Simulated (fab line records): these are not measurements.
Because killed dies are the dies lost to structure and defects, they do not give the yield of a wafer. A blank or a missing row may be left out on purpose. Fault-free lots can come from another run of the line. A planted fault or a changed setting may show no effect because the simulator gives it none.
fab line records + flow rit_cmos + part 2 of 2: steps 35 to 47 of 47
record
- lots=5
- wafers=15
- last_day=6
route steps=202 shown ACTIVE@14 FOX1@20 FOX2@23 NWELL@28 PWELL@39 WELLDRIVE@50 NRETRO@53
lots that met no fault: taken from a fault-free run of the same line
start_h: hours from the record's opening day to when the first of the lot's shown wafers began + wait_h: hours from the lot's prior step to this one + " same as the row above + L1.1+2: a single row standing in for several wafers + - no value, or no start was given + * or withheld: withheld + < > ~ a bound
route shown NAME@n: names a module that has steps shown in the file, with the first one's number in the route + usual: mean and standard deviation over wafers with no fault + same: alike in all rows + chamber/n: place in a boat + sites: the reading at each site + _std_site: the values' standard deviation + _edge_site: mean of outer sites minus mean of inner sites + radius_mm: for every site, how far away it sits from the centre of the wafer + mask NAME#n: copy n + behind: tool/chamber where the wafer was last shaped + hold: why the lot went on hold/how many hours it stayed there/how the hold came to an end + device: whichever transistor did not switch (one of n, p or np) + end of line: the route-end tests of the same wafers + for a step that has no rows: nothing shown but its recipe + killed: count of dies lost to structure and defects at first sort (not the wafer's yield) + map: a wafer's dies, x killed, . not, _ none there
set.NAME: the setting the step ran with; set.NAME@STEP: the setting that earlier step ran with + model.NAME: the simulator's own value behind a step, which no gauge read
lots at some steps of the route; a table a step, a row a wafer
services: a tool's chamber out of use, with start hour (start_h, from the record's first day; less than 0 if before it), hours out, and reason
## steps
# step RIT_PWELL_STRIP_09
# recipe
- chemistry=O2
- time_s=180
- resist=NOVOLAK
- platen_temp_c=withheld
- power_w=500
- pressure_mtorr=4000
- o2_flow_sccm=4000
# usual
- drypump_motor_current_A=5.6/0.33
| lot.wafer | tool            | chamber | start_h | wait_h | drypump_motor_current_A | rf_hours_counter_h |
|-----------|-----------------|---------|---------|--------|-------------------------|--------------------|
| L075.1    | plasma_asher-01 | 1       | 27.92   | 0.1    | 5.5                     | 37                 |
| L075.3    | "               | 0       | "       | "      | 5.5                     | -                  |
| L075.6    | "               | 1       | "       | "      | 5.5                     | -                  |
| L076.1    | plasma_asher-03 | 1       | 33.16   | 0.1    | 5.7                     | 25                 |
| L076.4    | "               | 0       | "       | "      | 6.2                     | -                  |
| L076.6    | "               | 0       | "       | "      | 6.2                     | -                  |
| L078.2    | plasma_asher-01 | 0       | 42.86   | 0.1    | 5.5                     | 38                 |
| L078.3    | "               | 1       | "       | "      | 5.5                     | -                  |
| L078.4    | "               | 0       | "       | "      | 5.5                     | -                  |
| L081.1    | plasma_asher-02 | 1       | 58.06   | 0.1    | 5.1                     | 42                 |
| L081.2    | "               | 0       | "       | "      | 5.5                     | 42                 |
| L081.3    | "               | 0       | "       | "      | 5.5                     | -                  |
| L091.1    | plasma_asher-03 | 0       | 112.08  | 0.1    | 6.2                     | 33                 |
| L091.2    | "               | 1       | "       | "      | 5.7                     | 33                 |
| L091.6    | "               | 0       | "       | "      | 6.2                     | -                  |
# step RIT_PWELL_TW_MEAS_10
# usual
- PWELL_TW=958/8.6
| lot.wafer | tool          | chamber | start_h | wait_h | PWELL_TW |
|-----------|---------------|---------|---------|--------|----------|
| L075.1    | film_metro-03 | -       | 28.09   | 0.1    | 950      |
| L075.3    | "             | -       | "       | "      | 946      |
| L075.6    | "             | -       | "       | "      | 940      |
| L076.1    | film_metro-04 | -       | 33.33   | 0.1    | 970      |
| L076.4    | "             | -       | "       | "      | 966      |
| L076.6    | "             | -       | "       | "      | 963      |
| L078.2    | film_metro-03 | -       | 43.04   | 0.1    | 950      |
| L078.3    | "             | -       | "       | "      | 947      |
| L078.4    | "             | -       | "       | "      | 944      |
| L081.1    | film_metro-04 | -       | 58.24   | 0.1    | 958      |
| L081.2    | "             | -       | "       | "      | 965      |
| L081.3    | "             | -       | "       | "      | 961      |
| L091.1    | film_metro-03 | -       | 112.26  | 0.1    | 956      |
| L091.2    | "             | -       | "       | "      | 951      |
| L091.6    | "             | -       | "       | "      | 955      |
# step RIT_WELLDRIVE_ANNEAL_00
# recipe
- temp_c=1100
- time_s=14700
- ambient=N2
# usual
- spike_tc_load_C=1124.7/1.4
| lot.wafer | tool       | chamber | start_h | wait_h | spike_tc_load_C |
|-----------|------------|---------|---------|--------|-----------------|
| L075.1    | furnace-02 | 0       | 28.15   | 0.1    | 1124.8          |
| L075.3    | "          | 0       | "       | "      | 1122.9          |
| L075.6    | "          | 0       | "       | "      | 1124.0          |
| L076.1    | furnace-03 | 0       | 33.39   | 0.1    | 1125.8          |
| L076.4    | "          | 0       | "       | "      | 1125.1          |
| L076.6    | "          | 0       | "       | "      | 1127.6          |
| L078.2    | furnace-01 | 0       | 43.09   | 0.0    | 1124.3          |
| L078.3    | "          | 0       | "       | "      | 1126.5          |
| L078.4    | "          | 0       | "       | "      | 1124.2          |
| L081.1    | furnace-03 | 0       | 58.30   | 0.1    | 1124.4          |
| L081.2    | "          | 0       | "       | "      | 1123.4          |
| L081.3    | "          | 0       | "       | "      | 1126.3          |
| L091.1    | furnace-03 | 0       | 112.91  | 0.6    | 1126.0          |
| L091.2    | "          | 0       | "       | "      | 1126.5          |
| L091.6    | "          | 0       | "       | "      | 1125.2          |
# step RIT_WELLDRIVE_RS_MEAS_01
# recipe
- thk_meas_gauge=four-point-probe
# usual
- NWELL_RS=275.5/0.83
| lot.wafer | tool          | chamber | start_h | wait_h | NWELL_RS[ohm/sq] |
|-----------|---------------|---------|---------|--------|------------------|
| L075.1    | film_metro-01 | -       | 33.24   | 0.0    | 274.2            |
| L075.3    | "             | -       | "       | "      | 275.3            |
| L075.6    | "             | -       | "       | "      | 274.9            |
| L076.1    | film_metro-03 | -       | 38.48   | 0.0    | 275.9            |
| L076.4    | "             | -       | "       | "      | 275.3            |
| L076.6    | "             | -       | "       | "      | 275.0            |
| L078.2    | film_metro-01 | -       | 48.19   | 0.0    | 274.1            |
| L078.3    | "             | -       | "       | "      | 274.6            |
| L078.4    | "             | -       | "       | "      | 274.1            |
| L081.1    | film_metro-04 | -       | 63.38   | 0.0    | 274.9            |
| L081.2    | "             | -       | "       | "      | 274.3            |
| L081.3    | "             | -       | "       | "      | 274.4            |
| L091.1    | film_metro-04 | -       | 117.99  | 0.0    | 276.5            |
| L091.2    | "             | -       | "       | "      | 276.3            |
| L091.6    | "             | -       | "       | "      | 275.7            |
# step RIT_WELLDRIVE_RS_MEAS_02
# recipe
- thk_meas_gauge=four-point-probe
# usual
- PWELL_RS=429.3/1.1
| lot.wafer | tool          | chamber | start_h | wait_h | PWELL_RS[ohm/sq] |
|-----------|---------------|---------|---------|--------|------------------|
| L075.1    | film_metro-01 | -       | 33.36   | 0.1    | 430.2            |
| L075.3    | "             | -       | "       | "      | 429.1            |
| L075.6    | "             | -       | "       | "      | 431.3            |
| L076.1    | film_metro-03 | -       | 38.60   | 0.1    | 427.4            |
| L076.4    | "             | -       | "       | "      | 427.8            |
| L076.6    | "             | -       | "       | "      | 427.5            |
| L078.2    | film_metro-01 | -       | 48.31   | 0.1    | 430.6            |
| L078.3    | "             | -       | "       | "      | 429.0            |
| L078.4    | "             | -       | "       | "      | 430.3            |
| L081.1    | film_metro-04 | -       | 63.50   | 0.1    | 430.3            |
| L081.2    | "             | -       | "       | "      | 429.1            |
| L081.3    | "             | -       | "       | "      | 429.3            |
| L091.1    | film_metro-04 | -       | 118.11  | 0.1    | 429.0            |
| L091.2    | "             | -       | "       | "      | 427.6            |
| L091.6    | "             | -       | "       | "      | 428.8            |
# step RIT_NRETRO_HMDS_00
# recipe
- prime_time_s=60
- prime_temp_c=140
# same
- prime_time_s=60
| lot.wafer  | tool           | chamber | start_h | wait_h |
|------------|----------------|---------|---------|--------|
| L075.1+3+6 | litho_track-02 | 0       | 33.48   | 0.1    |
| L076.1+4+6 | litho_track-04 | 0       | 38.72   | 0.1    |
| L078.2+3+4 | litho_track-04 | 0       | 48.44   | 0.1    |
| L081.1+2+3 | litho_track-01 | 0       | 63.62   | 0.1    |
| L091.1+2+6 | litho_track-02 | 0       | 118.23  | 0.1    |
# step RIT_NRETRO_COAT_01
# recipe
- resist=NOVOLAK
- spin_rpm=2000
- resist_thk_nm=1300
| lot.wafer  | tool           | chamber | start_h | wait_h |
|------------|----------------|---------|---------|--------|
| L075.1+3+6 | litho_track-02 | 0       | 33.63   | 0.1    |
| L076.1+4+6 | litho_track-04 | 0       | 38.87   | 0.1    |
| L078.2+3+4 | litho_track-04 | 0       | 48.59   | 0.1    |
| L081.1+2+3 | litho_track-01 | 0       | 63.77   | 0.1    |
| L091.1+2+6 | litho_track-02 | 0       | 118.38  | 0.1    |
# step RIT_NRETRO_SOFTBAKE_02
# recipe
- resist=NOVOLAK
- temp_c=90
- time_s=60
| lot.wafer  | tool           | chamber | start_h | wait_h |
|------------|----------------|---------|---------|--------|
| L075.1+3+6 | litho_track-02 | 0       | 33.78   | 0.1    |
| L076.1+4+6 | litho_track-04 | 0       | 39.02   | 0.1    |
| L078.2+3+4 | litho_track-04 | 0       | 48.74   | 0.1    |
| L081.1+2+3 | litho_track-01 | 0       | 63.92   | 0.1    |
| L091.1+2+6 | litho_track-02 | 0       | 118.53  | 0.1    |
# step RIT_NRETRO_EXPOSE_03
# recipe
- mask_id=M4
- na=0.57
- target_cd_nm=43900
- dose_mj=250
# usual
- reticle_temp_C=22.99/0.098
| lot.wafer | tool             | chamber | start_h | wait_h | mask | reticle_temp_C |
|-----------|------------------|---------|---------|--------|------|----------------|
| L075.1    | iline_stepper-02 | 0       | 34.05   | 0.2    | M4#0 | 23.12          |
| L075.3    | "                | 0       | "       | "      | M4#0 | 23.09          |
| L075.6    | "                | 0       | "       | "      | M4#0 | 23.10          |
| L076.1    | iline_stepper-02 | 0       | 39.17   | 0.1    | M4#0 | 23.05          |
| L076.4    | "                | 0       | "       | "      | M4#0 | 23.06          |
| L076.6    | "                | 0       | "       | "      | M4#0 | 22.98          |
| L078.2    | iline_stepper-01 | 0       | 48.88   | 0.1    | M4#0 | 22.96          |
| L078.3    | "                | 0       | "       | "      | M4#0 | 22.97          |
| L078.4    | "                | 0       | "       | "      | M4#0 | 23.03          |
| L081.1    | iline_stepper-01 | 0       | 64.07   | 0.1    | M4#0 | 23.03          |
| L081.2    | "                | 0       | "       | "      | M4#0 | 23.14          |
| L081.3    | "                | 0       | "       | "      | M4#0 | 23.02          |
| L091.1    | iline_stepper-01 | 0       | 118.68  | 0.1    | M4#0 | 22.92          |
| L091.2    | "                | 0       | "       | "      | M4#0 | 23.10          |
| L091.6    | "                | 0       | "       | "      | M4#0 | 22.84          |
# step RIT_NRETRO_PEB_04
# recipe
- resist=NOVOLAK
- temp_c=withheld
- time_s=withheld
| lot.wafer  | tool           | chamber | start_h | wait_h |
|------------|----------------|---------|---------|--------|
| L075.1+3+6 | litho_track-04 | 0       | 34.28   | 0.2    |
| L076.1+4+6 | litho_track-04 | 0       | 39.28   | 0.1    |
| L078.2+3+4 | litho_track-01 | 0       | 49.01   | 0.1    |
| L081.1+2+3 | litho_track-02 | 0       | 64.19   | 0.1    |
| L091.1+2+6 | litho_track-01 | 0       | 118.80  | 0.1    |
# step RIT_NRETRO_DEVELOP_05
# recipe
- resist=NOVOLAK
- develop_time_s=68
- dev_temp_c=23
| lot.wafer  | tool           | chamber | start_h | wait_h |
|------------|----------------|---------|---------|--------|
| L075.1+3+6 | litho_track-04 | 0       | -       | -      |
| L076.1+4+6 | litho_track-04 | 0       | -       | -      |
| L078.2+3+4 | litho_track-01 | 0       | -       | -      |
| L081.1+2+3 | litho_track-02 | 0       | -       | -      |
| L091.1+2+6 | litho_track-01 | 0       | -       | -      |
# step RIT_NRETRO_OVL_MEAS_06
# usual
- NRETRO_OVL=1.5/1.2
| lot.wafer | tool       | chamber | start_h | wait_h | NRETRO_OVL[nm] |
|-----------|------------|---------|---------|--------|----------------|
| L075.1    | overlay-01 | -       | 34.59   | -      | 0.9            |
| L075.3    | "          | -       | "       | "      | 0.6            |
| L075.6    | "          | -       | "       | "      | 1.8            |
| L076.1    | overlay-02 | -       | 39.60   | -      | 2.0            |
| L076.4    | "          | -       | "       | "      | 4.2            |
| L076.6    | "          | -       | "       | "      | 4.5            |
| L078.2    | overlay-02 | -       | 49.30   | -      | 2.6            |
| L078.3    | "          | -       | "       | "      | 0.7            |
| L078.4    | "          | -       | "       | "      | 1.8            |
| L081.1    | overlay-01 | -       | 64.50   | -      | 2.8            |
| L081.2    | "          | -       | "       | "      | 1.2            |
| L081.3    | "          | -       | "       | "      | 2.8            |
| L091.1    | overlay-02 | -       | 119.11  | -      | 0.0            |
| L091.2    | "          | -       | "       | "      | 1.5            |
| L091.6    | "          | -       | "       | "      | 1.2            |
# step RIT_NRETRO_HARDBAKE_07
# recipe
- resist=NOVOLAK
- temp_c=140
- time_s=120
| lot.wafer  | tool           | chamber | start_h | wait_h |
|------------|----------------|---------|---------|--------|
| L075.1+3+6 | litho_track-04 | 0       | 34.63   | 0.0    |
| L076.1+4+6 | litho_track-01 | 0       | 39.71   | 0.1    |
| L078.2+3+4 | litho_track-02 | 0       | 49.37   | 0.1    |
| L081.1+2+3 | litho_track-01 | 0       | 64.54   | 0.0    |
| L091.1+2+6 | litho_track-04 | 0       | 119.15  | 0.0    |
## services
| tool             | chamber | start_h | hours | kind        |
|------------------|---------|---------|-------|-------------|
| plasma_asher-03  | -       | -3.08   | 2.8   | pm          |
| implanter-02     | -       | 8.38    | 8.5   | repair      |
| furnace-03       | -       | 17.05   | 2.7   | pm          |
| rie_diel-02      | 1       | 21.34   | 2.6   | repair      |
| implanter-04     | -       | 26.31   | 22.5  | repair      |
| iline_stepper-02 | -       | 27.27   | 4.4   | pm          |
| implanter-03     | -       | 39.14   | 3.5   | repair      |
| implanter-02     | -       | 42.60   | 3.7   | pm          |
| iline_stepper-01 | 0       | 43.46   | -     | calibration |
| furnace-01       | -       | 48.17   | 3.4   | pm          |
| rie_diel-01      | -       | 51.72   | 2.2   | repair      |
| implanter-01     | -       | 57.60   | 2.9   | pm          |
| furnace-01       | -       | 61.85   | 75.5  | pm          |
| plasma_asher-01  | -       | 87.05   | 0.5   | repair      |
| implanter-02     | -       | 88.90   | 1.5   | repair      |
| furnace-03       | -       | 99.91   | 3.2   | pm          |
| implanter-01     | -       | 104.26  | 1.2   | repair      |
| rie_diel-02      | 3       | 105.79  | 8.8   | repair      |
| plasma_asher-01  | -       | 108.75  | 9.0   | pm          |
| plasma_asher-01  | 0       | 108.75  | 9.0   | vent_cycle  |
| plasma_asher-01  | 1       | 108.75  | 9.0   | vent_cycle  |
| plasma_asher-01  | 0       | 117.75  | -     | clean       |
| plasma_asher-01  | 1       | 117.75  | -     | clean       |
